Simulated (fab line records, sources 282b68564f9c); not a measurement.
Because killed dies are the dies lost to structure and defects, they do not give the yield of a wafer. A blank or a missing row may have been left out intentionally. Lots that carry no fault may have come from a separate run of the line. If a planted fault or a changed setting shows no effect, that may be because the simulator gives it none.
Which tool did it? ; flow rit_cmos ; 15 lots with 45 wafers sampled at 5 steps, on a route of 202 steps

WHAT EACH GAUGE READ, for each wafer
RIT_GATE_THK_MEAS_09. Usual: GATE_POLY_THK gives 250.4 nm (standard deviation 2).
lot;measured;on;GATE_POLY_THK (nm);flag
L527;day 2 16:05;film_metro-04;251.4 251.1 253.8;
L528;day 2 18:14;film_metro-03;246.5 245.9 247.7;
L529;day 2 22:29;film_metro-04;251.2 250.7 251.4;
L530;day 3 04:31;film_metro-03;251.2 251.1 249.7;
L531;day 3 08:31;film_metro-02;250.4 251.7 248.1;
L533;day 3 19:02;film_metro-02;250.2 252.1 251.5;
L534;day 4 03:03;film_metro-02;249.1 249.0 250.6;
L536;day 4 09:14;film_metro-02;250.3 248.0 247.7;
L539;day 5 03:19;film_metro-04;250.0 252.1 251.2;
L540;day 5 06:20;film_metro-03;251.0 251.2 252.5;
L541;day 5 10:44;film_metro-02;250.7 249.6 251.0;
L545;day 6 11:18;film_metro-03;253.5 251.5 252.5;
L547;day 7 06:42;film_metro-03;251.6 252.9 252.9;
L548;day 7 20:13;film_metro-03;252.2 252.7 252.2;
L550;day 8 09:33;film_metro-04;251.3 252.1 250.8;

RIT_PSD_TW_MEAS_10. Usual: PSD_TW gives 3445 (standard deviation 18).
lot;measured;on;PSD_TW;flag
L527;day 3 05:25;film_metro-01;3444 3422 3430;
L528;day 3 07:31;film_metro-02;3438 3446 3451;
L529;day 3 12:47;film_metro-01;3438 3434 3440;
L530;day 3 18:16;film_metro-01;3451 3422 3441;
L531;day 3 22:00;film_metro-04;3458 3476 3471;
L533;day 4 09:51;film_metro-04;3472 3468 3465;
L534;day 4 16:34;film_metro-04;3435 3448 3444;
L536;day 4 22:24;film_metro-01;3409 3428 3444;
L539;day 5 17:27;film_metro-04;3635 3624 3614;OFF
L540;day 5 19:37;film_metro-01;3564 3551 3558;OFF
L541;day 6 00:06;film_metro-02;3583 3589 3606;OFF
L545;day 7 02:52;film_metro-04;3424 3428 3435;
L547;day 8 02:54;film_metro-01;3422 3441 3427;
L548;day 8 13:27;film_metro-04;3439 3451 3465;
L550;day 9 00:12;film_metro-02;3442 3454 3443;

RIT_SDANNEAL_RS_MEAS_04: the measuring method here is four-point-probe. Usual: PSD_RS gives 115.8 ohm/sq (standard deviation 0.3).
lot;measured;on;PSD_RS (ohm/sq);flag
L527;day 3 06:09;film_metro-04;116.2 116.0 115.8;
L528;day 3 08:22;film_metro-04;115.5 115.5 116.0;
L529;day 3 13:21;film_metro-01;115.8 115.7 115.9;
L530;day 3 18:47;film_metro-04;115.5 115.6 115.6;
L531;day 3 22:31;film_metro-04;115.5 115.7 115.7;
L533;day 4 10:21;film_metro-02;116.0 116.1 116.1;
L534;day 4 17:10;film_metro-02;116.2 116.3 116.3;
L536;day 4 22:55;film_metro-04;116.1 115.9 115.9;
L539;day 5 17:57;film_metro-01;108.5 108.7 108.7;OFF
L540;day 5 20:07;film_metro-02;109.0 108.9 108.5;OFF
L541;day 6 00:36;film_metro-01;108.2 108.2 108.3;OFF
L545;day 7 03:23;film_metro-01;115.5 115.3 115.3;
L547;day 8 03:23;film_metro-01;116.0 116.3 116.2;
L548;day 8 13:56;film_metro-04;115.7 115.8 115.7;
L550;day 9 00:43;film_metro-01;115.3 115.7 115.8;

EACH LOT AND THE TOOL THAT RAN IT (in order: tool; ch and the chambers of the sampled wafers; start)
lot;RIT_PLDD_STRIP_09;RIT_PSD_IMPLANT_08
L527;plasma_asher-04 ch 0,1, day 2 23:29;implanter-02 ch 0, day 3 05:08
L528;plasma_asher-04 ch 0,1, day 3 01:44;implanter-04 ch 0, day 3 07:12
L529;plasma_asher-04 ch 0,1, day 3 07:04;implanter-04 ch 0, day 3 12:29
L530;plasma_asher-02 ch 0,1, day 3 12:11;implanter-04 ch 0, day 3 17:58
L531;plasma_asher-04 ch 0,1, day 3 15:57;implanter-01 ch 0, day 3 21:40
L533;plasma_asher-03 ch 0,1, day 4 04:13;implanter-01 ch 0, day 4 09:33
L534;plasma_asher-02 ch 0,1, day 4 10:53;implanter-02 ch 0, day 4 16:15
L536;plasma_asher-03 ch 0,1, day 4 16:49;implanter-04 ch 0, day 4 22:07
L539;plasma_asher-02 ch 0,1, day 5 10:50;implanter-04 ch 0, day 5 17:09
L540;plasma_asher-03 ch 0,1, day 5 13:47;implanter-04 ch 0, day 5 19:20
L541;plasma_asher-03 ch 0,1, day 5 18:31;implanter-04 ch 0, day 5 23:48
L545;plasma_asher-02 ch 0,1, day 6 21:08;implanter-02 ch 0, day 7 02:35
L547;plasma_asher-03 ch 0,1, day 7 21:22;implanter-02 ch 0, day 8 02:35
L548;plasma_asher-04 ch 0,1, day 8 06:56;implanter-01 ch 0, day 8 13:07
L550;plasma_asher-03 ch 0,1, day 8 17:49;implanter-02 ch 0, day 8 23:53
- RIT_PLDD_STRIP_09: strips in O2, time 180 s.
- RIT_PSD_IMPLANT_08

WHAT THE TOOLS THEMSELVES READ (means of the sampled wafers that have a number; where no wafer has one, the mark that the record gives instead)
RIT_PLDD_STRIP_09. Usual: drypump_motor_current_A reads 5.8 A (standard deviation 0.46).
lot;tool;drypump_motor_current_A (A);flag
L527;plasma_asher-04;5.2;
L528;plasma_asher-04;5.3;
L529;plasma_asher-04;5.3;
L530;plasma_asher-02;6.1;
L531;plasma_asher-04;5.2;
L533;plasma_asher-03;6.2;
L534;plasma_asher-02;6.1;
L536;plasma_asher-03;6.1;
L539;plasma_asher-02;6.1;
L540;plasma_asher-03;6.2;
L541;plasma_asher-03;6.2;
L545;plasma_asher-02;6.1;
L547;plasma_asher-03;6.2;
L548;plasma_asher-04;5.3;
L550;plasma_asher-03;6.1;

RIT_PSD_IMPLANT_08. Usual: beam_on_s 12.4 s, standard deviation 0.8; dose_ions_cm2 5e+15, standard deviation 5.1e+12.
lot;tool;beam_on_s (s);dose_ions_cm2;flag
L527;implanter-02;12.7;5e+15;
L528;implanter-04;11.6;5e+15;
L529;implanter-04;11.5;5e+15;
L530;implanter-04;11.6;5e+15;
L531;implanter-01;13.5;5e+15;
L533;implanter-01;13.2;5e+15;
L534;implanter-02;12.8;5e+15;
L536;implanter-04;11.5;5e+15;
L539;implanter-04;22.0;9e+15;OFF
L540;implanter-04;21.4;9e+15;OFF
L541;implanter-04;21.3;9e+15;OFF
L545;implanter-02;12.4;5e+15;
L547;implanter-02;12.9;5e+15;
L548;implanter-01;13.2;5e+15;
L550;implanter-02;12.7;5e+15;

THE ANSWER, worked out from the rows above alone
Rule: take the mean of a lot's wafers that have a number; if it is more than 3 standard deviations from the usual mean, the lot is off. Also off: a lot with no number at a reading for which 4 or more lots have one. Any other lot the step has rows for is counted as sound. Order of review: gauges by route order, followed by the tools' own readings, for which a lot's mean as printed above is used. The first step at which some lot is off is used, and at that step the reading that is off furthest; a lot without a number counts as furthest.
Off: at RIT_PSD_TW_MEAS_10 (PSD_TW), L539, L540, L541.
If a tool, at a process step before that reading, ran all the lots that are off and no sound lot after the first of them, it fits. Not tried: the gauges at RIT_PSD_TW_MEAS_10; whatever is off there is also off at RIT_PSD_IMPLANT_08, on other tools, and gauge error can't account for it. One fits: implanter-04 at RIT_PSD_IMPLANT_08. Its last sound lot is L536 (day 4 22:07), its first lot that is off L539 (day 5 17:09): a fault that began between those two fits.
The tool's own readings at RIT_PSD_IMPLANT_08 bear it out: on the lots that are off they differ by more than 5 times the standard deviation of the sound lots' means. beam_on_s reads 21.6 s there against 12.5 s on the sound lots; dose_ions_cm2 reads 9e+15 there against 5e+15 on the sound lots.

WHAT WAS PUT IN BY THE SIMULATOR
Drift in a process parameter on implanter-04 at RIT_PSD_IMPLANT_08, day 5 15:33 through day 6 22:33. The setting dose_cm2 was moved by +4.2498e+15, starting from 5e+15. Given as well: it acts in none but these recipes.
Struck lots among those shown: L539, L540, L541. The rule given above showed the same thing.
